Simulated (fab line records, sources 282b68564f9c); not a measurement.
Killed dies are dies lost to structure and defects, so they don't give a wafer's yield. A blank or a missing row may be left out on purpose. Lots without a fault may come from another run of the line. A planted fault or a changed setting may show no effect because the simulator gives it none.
One fault seen from 2 desks | flow rit_cmos | each desk has only its own numbers; what lay behind them comes last

THE METROLOGY DESK
What the gauges read, lot by lot, whatever tool the lot ran on: means of the sampled wafers that have a number. A lot is out of limits, marked OUT, if its mean lies more than 4 standard deviations from the usual mean; the brackets give that distance.
Columns: A = REOX_OXIDE_THK at RIT_REOX_THK_MEAS_04, usual 25.3 nm
lot  | first seen here | A
L959 | day 2 23:32     | 25.1
L961 | day 3 08:32     | 25.5
L964 | day 3 23:43     | 25.0
L965 | day 4 08:39     | 25.5
L966 | day 4 10:37     | 25.2
L970 | day 5 03:23     | 19.7 (-11) OUT
L971 | day 5 10:34     | 18.9 (-12) OUT
L972 | day 5 15:38     | 26.2
L973 | day 5 19:14     | 24.9
L974 | day 5 23:38     | 24.9
L975 | day 6 05:14     | 25.3
L976 | day 6 10:34     | 24.7
L977 | day 6 15:56     | 24.5
L981 | day 7 12:52     | 24.2
This desk's finding: out of limits on L970, L971; first on L970, day 5 03:23 (REOX_OXIDE_THK at RIT_REOX_THK_MEAS_04). In limits: L959, L961, L964, L965, L966, L972, L973, L974, L975, L976, L977, L981.

THE TOOL OWNER'S DESK: furnace-02
The tool's own readings at RIT_REOX_OXIDATION_03 (target thk 25.2 nm, ox time 5580 s): means of the sampled wafers that have a number, for each lot that ran on this tool. A lot is out of limits, marked OUT, if its mean lies more than 4 standard deviations from the usual mean; the brackets give that distance.
Columns: A = spike_tc_centre_C at RIT_REOX_OXIDATION_03, usual 901.7 C; B = spike_tc_load_C at RIT_REOX_OXIDATION_03, usual 925.2 C; C = spike_tc_source_C at RIT_REOX_OXIDATION_03, usual 924 C; D = tube_center_temp_C at RIT_REOX_OXIDATION_03, usual 900 C; E = tube_center_temp_C_max at RIT_REOX_OXIDATION_03, usual 902.3; F = zone_power_centre_pct at RIT_REOX_OXIDATION_03, usual 46 %
lot  | first seen here | A               | B               | C              | D                     | E               | F
L959 | day 2 20:59     | 900.5           | 923.5           | 923            | 900                   | 902.3           | 51
L965 | day 4 06:05     | 901.5           | 923.7           | 923            | 900                   | 902.1           | 50
L970 | day 5 00:49     | 876.2 (-21) OUT | 898.2 (-12) OUT | 899 (-7.6) OUT | 875 (-99 or more) OUT | 877.3 (-66) OUT | 49
L971 | day 5 07:59     | 874.9 (-22) OUT | 898.6 (-12) OUT | 899 (-7.7) OUT | 875 (-99 or more) OUT | 877.4 (-66) OUT | 49
This desk's finding: out of limits on L970, L971; first on L970, day 5 00:49 (spike_tc_centre_C at RIT_REOX_OXIDATION_03). In limits: L959, L965.

PUT TOGETHER
The tool owner's desk could have raised an alarm at day 5 00:49, on L970, L971.
The metrology desk could have raised an alarm at day 5 03:23, on L970, L971.
Of the lots named, all ran RIT_REOX_OXIDATION_03 on furnace-02.

WHAT THE SIMULATOR HAD PUT IN
Process parameter drift: furnace-02, from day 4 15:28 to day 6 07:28, at RIT_REOX_OXIDATION_03. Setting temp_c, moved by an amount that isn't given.
Lots struck among those shown: L970, L971.
Hours from the fault's start to each desk's first reading out of limits: the tool owner's desk, 9; the metrology desk, 12.
